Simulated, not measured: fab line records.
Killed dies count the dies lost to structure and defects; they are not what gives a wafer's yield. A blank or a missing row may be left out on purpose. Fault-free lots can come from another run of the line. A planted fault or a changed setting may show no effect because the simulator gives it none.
fab line records    flow berkeleyCmos170
record: lots: 6  wafers: 18  lastDay: 13
route steps=331 shown ACTIVE@74 PFIELD@79
lots with no fault: from the same line, run without faults
startH: start of the lot's first displayed wafer, in hours after the record's first day    waitH: hours since the lot's step before    " as in the row above    L1.1+2: several wafers, shown together as one row    - value missing, or start not given    * or withheld: withheld    < > ~ a bound
route shown NAME@n: NAME is a module with steps in the file, n the number in the route of the first one    usual: mean/standard deviation taken from wafers without a fault    same: alike in all rows    chamber/n: place in a boat    sites: readings site by site    _std_site: standard deviation across them    _edge_site: mean of outer sites minus mean of inner sites    radiusMm: for every site, how far away it sits from the centre of the wafer    mask NAME#n: copy n    behind: the most recent tool/chamber to have shaped the wafer    hold: why the lot was held/for how many hours/how that ended    device: names the non-switching transistor (n, p or np)    end of line: tests of these same wafers at the route's end    step lacking rows: just its recipe    killed: dies that structure and defects cost at the first sort, which is not the same as the wafer's yield    map: per-die view of a wafer (x killed, . not killed, _ where there is no die)
set.NAME: setting as actually run; set.NAME@STEP: the setting as run at that earlier step    model.NAME: the simulator's own value behind a step, which no gauge read
lots seen at some steps along the route; tables by step, rows by wafer
services: the hour from which a tool's chamber was out of use, counted from the record's first day as startH (under 0 if before that day), plus the number of hours and why
== steps ==
step: UCB170_ACTIVE_OVL_MEAS_14
usual: ACTIVE_OVL: -2/5.4
lot.wafer  tool        chamber  startH  waitH  ACTIVE_OVL[nm]
L370.1     overlay-02  -        102.87  0.1    1
L370.2     "           -        "       "      -2
L370.5     "           -        "       "      -2
L373.2     overlay-01  -        119.81  0.1    3
L373.4     "           -        "       "      -1
L373.6     "           -        "       "      -1
L384.3     overlay-01  -        172.23  0.1    -6
L384.4     "           -        "       "      -9
L384.5     "           -        "       "      -7
L385.1     overlay-01  -        172.38  0.1    1
L385.5     "           -        "       "      -4
L385.6     "           -        "       "      3
L388.1     overlay-01  -        193.22  0.1    8
L388.2     "           -        "       "      10
L388.4     "           -        "       "      8
L391.2     overlay-01  -        200.89  0.1    -4
L391.4     "           -        "       "      -5
L391.6     "           -        "       "      -7
step: UCB170_ACTIVE_ETCH_15
recipe: chemistry: CH3F/Ar/O2  target: Si3N4  stopOn: SiO2  CH3F_flow_sccm: 20  Ar_flow_sccm: 50  O2_flow_sccm: 7  pressureMtorr: 50  rfW: 450  targetDepthA: 2420  overEtchFrac: 0.1  timeS: 151
usual: chamberPressureMTorr: 50.01/0.042  drypumpMotorCurrentA: 5.6/0.56  mfcArSccm: 50.02/0.15  oesProductAu: 0.938/0.014  throttleValvePct: 8.03/0.14
lot.wafer  tool        chamber  startH  waitH  chamberPressureMTorr  drypumpMotorCurrentA  mfcArSccm  oesProductAu  rfHoursCounterH  throttleValvePct
L370.1     rieDiel-01  1        102.91  0.0    50.03                 4.9                   50.08      0.928         2                8.01
L370.2     "           0        "       "      50.03                 5.1                   50.20      0.952         109              7.95
L370.5     "           2        "       "      50.02                 5.3                   49.74      0.919         -                7.97
L373.2     rieDiel-01  1        119.84  0.0    50.05                 4.9                   50.04      0.925         3                7.99
L373.4     "           3        "       "      50.03                 6.1                   50.03      0.943         13               8.07
L373.6     "           1        "       "      49.94                 4.9                   50.05      0.930         -                7.98
L384.3     rieDiel-02  1        172.25  0.0    50.02                 5.5                   50.13      0.932         8                8.12
L384.4     "           2        "       "      50.02                 6.7                   49.99      0.945         129              7.78
L384.5     "           3        "       "      50.04                 5.7                   49.94      0.932         -                8.08
L385.1     rieDiel-01  3        172.42  0.0    49.97                 6.1                   50.21      0.941         15               8.10
L385.5     "           0        "       "      49.94                 5.1                   49.99      0.945         -                7.96
L385.6     "           3        "       "      50.06                 6.1                   50.15      0.933         -                8.07
L388.1     rieDiel-01  3        193.25  0.0    49.95                 6.1                   49.99      0.946         16               8.07
L388.2     "           0        "       "      50.02                 5.1                   49.68      0.952         112              7.95
L388.4     "           2        "       "      50.03                 5.3                   49.93      0.929         6                7.97
L391.2     rieDiel-03  0        200.92  0.0    49.99                 5.0                   50.14      0.958         120              8.29
L391.4     "           1        "       "      50.02                 5.0                   49.94      0.963         71               8.18
L391.6     "           2        "       "      50.09                 6.2                   50.25      0.944         -                8.29
step: UCB170_ACTIVE_STRIP_16
recipe: chemistry: O2  powerW: 400  pressureMtorr: 3500  platenTempC: withheld  o2FlowSccm: 400  overashFraction: 0.5
usual: chamberPressureMTorr: 3500/3.1  drypumpMotorCurrentA: 5.7/0.48  o2FlowSccm: 399.8/1.2  oesProductAu: 0.721/0.0044  stripTimeToEndpointS: 18.09/0.068
lot.wafer  tool            chamber  startH  waitH  chamberPressureMTorr  drypumpMotorCurrentA  o2FlowSccm  oesProductAu  rfHoursCounterH  stripTimeToEndpointS
L370.1     plasmaAsher-01  0        103.01  0.1    3498                  6.2                   401.4       0.721         40               18.14
L370.2     "               1        "       "      3502                  6.2                   400.1       0.723         40               18.08
L370.5     "               0        "       "      3500                  6.2                   400.2       0.718         -                18.16
L373.2     plasmaAsher-04  1        119.94  0.1    3500                  5.8                   398.6       0.727         0                18.13
L373.4     "               1        "       "      3499                  5.8                   399.4       0.731         -                18.10
L373.6     "               0        "       "      3503                  5.2                   399.2       0.718         -                18.16
L384.3     plasmaAsher-04  1        172.39  0.1    3497                  5.7                   399.3       0.713         -                18.12
L384.4     "               0        "       "      3504                  5.1                   401.2       0.719         -                18.10
L384.5     "               1        "       "      3504                  5.7                   398.5       0.721         -                18.01
L385.1     plasmaAsher-04  1        172.52  0.1    3503                  5.8                   399.0       0.724         5                18.06
L385.5     "               0        "       "      3500                  5.2                   400.6       0.724         -                18.18
L385.6     "               1        "       "      3499                  5.8                   399.1       0.722         -                18.03
L388.1     plasmaAsher-01  0        193.35  0.1    3500                  6.2                   400.8       0.720         49               18.10
L388.2     "               1        "       "      3497                  6.2                   397.8       0.719         49               18.10
L388.4     "               0        "       "      3499                  6.2                   398.6       0.717         -                18.16
L391.2     plasmaAsher-02  1        201.02  0.1    3498                  5.7                   401.5       0.725         43               18.01
L391.4     "               1        "       "      3502                  5.7                   401.9       0.722         -                18.08
L391.6     "               0        "       "      3497                  4.9                   400.0       0.722         -                18.00
step: UCB170_ACTIVE_CD_MEAS_90
recipe: targetCdNm: 1200
usual: cdNm: 1199.7/1.4
lot.wafer  tool      chamber  startH  waitH  cdNm
L370.1     cdSem-01  -        103.11  0.1    1199.4
L370.2     "         -        "       "      1199.5
L370.5     "         -        "       "      1200.1
L373.2     cdSem-02  -        120.06  0.1    1198.2
L373.4     "         -        "       "      1197.6
L373.6     "         -        "       "      1197.5
L384.3     cdSem-02  -        172.49  0.1    1197.6
L384.4     "         -        "       "      1198.3
L384.5     "         -        "       "      1199.1
L385.1     cdSem-02  -        172.62  0.1    1197.1
L385.5     "         -        "       "      1197.4
L385.6     "         -        "       "      1196.5
L388.1     cdSem-01  -        193.45  0.1    1198.7
L388.2     "         -        "       "      1199.9
L388.4     "         -        "       "      1199.7
L391.2     cdSem-02  -        201.18  0.1    1200.4
L391.4     "         -        "       "      1201.4
L391.6     "         -        "       "      1201.0
step: UCB170_ACTIVE_CLEAN_17
recipe: chemistry: SPM  tempC: 120  timeS: 600
step: UCB170_PFIELD_HMDS_00
recipe: primeTimeS: 60  primeTempC: 100
step: UCB170_PFIELD_COAT_01
recipe: resist: KrF  spinRpm: 1500  resistThkNm: 900
step: UCB170_PFIELD_SOFTBAKE_02
recipe: resist: KrF  tempC: 130  timeS: 60
step: UCB170_PFIELD_EXPOSE_03
recipe: maskId: PFIELD  na: 0.5  sigmaOuter: 0.6  sourceShape: conventional  targetCdNm: 1500  doseMj: 30
step: UCB170_PFIELD_PEB_04
recipe: pebTempC: 130  pebTimeS: withheld  resist: KrF
step: UCB170_PFIELD_DEVELOP_05
recipe: developer: TMAH  developTimeS: 45  resist: KrF  devTempC: 21
step: UCB170_PFIELD_OVL_MEAS_06
usual: PFIELD_OVL: -1/4.9
lot.wafer  tool        chamber  startH  waitH  PFIELD_OVL[nm]
L370.1     overlay-02  -        107.69  -      1
L370.2     "           -        "       "      -5
L370.5     "           -        "       "      -6
L373.2     overlay-02  -        121.18  -      -2
L373.4     "           -        "       "      -4
L373.6     "           -        "       "      -8
L385.1     overlay-01  -        175.87  -      -1
L385.5     "           -        "       "      -3
L385.6     "           -        "       "      -8
L384.3     overlay-02  -        176.04  -      -5
L384.4     "           -        "       "      -3
L384.5     "           -        "       "      -6
L388.1     overlay-01  -        194.62  -      -2
L388.2     "           -        "       "      2
L388.4     "           -        "       "      4
L391.2     overlay-01  -        206.31  -      -6
L391.4     "           -        "       "      -10
L391.6     "           -        "       "      -12
step: UCB170_PFIELD_IMPLANT_07
recipe: species: B  doseCm2: 2e+13  energyKev: 80  tiltDeg: 7
usual: doseIonsCm2: 1.9999e+13/2.3e+10
lot.wafer  tool          chamber  startH  waitH  doseIonsCm2
L370.1     implanter-03  0        107.72  0.0    2.0011e+13
L370.2     "             0        "       "      2.0012e+13
L370.5     "             0        "       "      2.0008e+13
L373.2     implanter-04  0        121.23  0.0    2.0026e+13
L373.4     "             0        "       "      1.9996e+13
L373.6     "             0        "       "      2.0001e+13
L385.1     implanter-04  0        175.91  0.0    2.037e+13
L385.5     "             0        "       "      2.0336e+13
L385.6     "             0        "       "      2.0362e+13
L384.3     implanter-01  0        176.12  0.1    1.9968e+13
L384.4     "             0        "       "      1.9977e+13
L384.5     "             0        "       "      1.997e+13
L388.1     implanter-04  0        194.66  0.0    2.0384e+13
L388.2     "             0        "       "      2.0367e+13
L388.4     "             0        "       "      2.0397e+13
L391.2     implanter-03  0        206.36  0.0    2.0001e+13
L391.4     "             0        "       "      1.9991e+13
L391.6     "             0        "       "      1.9942e+13
step: UCB170_PFIELD_STRIP_08
recipe: chemistry: O2  powerW: 400  pressureMtorr: 3500  platenTempC: withheld  o2FlowSccm: 400  overashFraction: 0.5
usual: chamberPressureMTorr: 3500.0/3  drypumpMotorCurrentA: 5.9/0.5  o2FlowSccm: 400.0/1.2  oesProductAu: 0.735/0.0046  stripTimeToEndpointS: 21.63/0.064
lot.wafer  tool            chamber  startH  waitH  chamberPressureMTorr  drypumpMotorCurrentA  o2FlowSccm  oesProductAu  rfHoursCounterH  stripTimeToEndpointS
L370.1     plasmaAsher-01  0        107.87  0.1    3501.4                6.2                   400.7       0.738         40               21.65
L370.2     "               1        "       "      3500.2                6.2                   399.3       0.732         40               21.60
L370.5     "               0        "       "      3500.4                6.2                   398.2       0.736         -                21.58
L373.2     plasmaAsher-03  1        121.36  0.1    3500.1                5.4                   399.5       0.735         39               21.76
L373.4     "               1        "       "      3505.2                5.4                   399.6       0.734         -                21.74
L373.6     "               1        "       "      3499.3                5.4                   398.0       0.734         -                21.71
L385.1     plasmaAsher-01  0        176.10  0.2    3501.0                6.2                   401.2       0.737         47               21.63
L385.5     "               1        "       "      3501.9                6.2                   401.5       0.731         -                21.62
L385.6     "               0        "       "      3498.2                6.2                   399.3       0.739         -                21.64
L384.3     plasmaAsher-04  0        176.25  0.1    3502.0                5.2                   400.9       0.736         -                21.57
L384.4     "               1        "       "      3496.3                5.7                   398.0       0.738         -                21.55
L384.5     "               0        "       "      3503.6                5.2                   400.9       0.736         -                21.61
L388.1     plasmaAsher-04  0        194.81  0.1    3496.9                5.2                   401.0       0.734         7                21.73
L388.2     "               1        "       "      3502.8                5.7                   401.5       0.726         7                21.68
L388.4     "               0        "       "      3507.9                5.2                   401.1       0.734         -                21.79
L391.2     plasmaAsher-04  1        206.49  0.1    3501.0                5.8                   398.2       0.737         9                21.61
L391.4     "               1        "       "      3498.0                5.8                   398.3       0.739         -                21.64
L391.6     "               1        "       "      3500.3                5.8                   398.7       0.731         -                21.60
== services ==
tool            chamber  startH  hours  kind
implanter-01    -        82.81   1.8    repair
rieDiel-02      2        88.34   9.6    repair
rieDiel-01      -        98.69   0.7    repair
implanter-03    -        108.39  32.7   pm
plasmaAsher-04  -        108.75  9.0    pm
plasmaAsher-04  0        108.75  9.0    ventCycle
plasmaAsher-04  1        108.75  9.0    ventCycle
plasmaAsher-04  0        117.75  -      clean
plasmaAsher-04  1        117.75  -      clean
rieDiel-01      0        153.16  8.4    repair
plasmaAsher-02  -        174.57  2.8    pm
rieDiel-02      0        178.12  -      clean
rieDiel-02      0        178.12  15.3   scheduledDown
rieDiel-02      0        178.12  15.3   ventCycle
plasmaAsher-03  -        189.58  5.7    repair
rieDiel-01      1        193.32  5.1    repair
implanter-04    -        201.93  5.1    pm
== key ==
firstSign: step: UCB170_PFIELD_IMPLANT_07  reading: doseIonsCm2  direction: up  sigmas: 16  usual: 1.9999e+13  struck: 2.0369e+13
effect none on later readings
metAt UCB170_PFIELD_IMPLANT_07
struckWafers L385.1,L385.5,L385.6,L388.1,L388.2,L388.4
testerLeftOut L385,L388
onsetBetween 121.23 175.91
fault: kind: processParameterDrift  tool: implanter-04  chamber: -  onsetH: 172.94  steps: UCB170_PFIELD_IMPLANT_07  channel: doseCm2  offset: 3.5449e+11  shape: step  endH: 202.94  actsIn: theseRecipesOnly  stated: 2e+13
testerLeftOut: of these lots the tester's yield and bins aren't shown, on N5 and GAA mostly nor the transistor test; their killed dies are dies lost to structure and defects alone, not to doping, threshold or leakage, so they don't give the yield
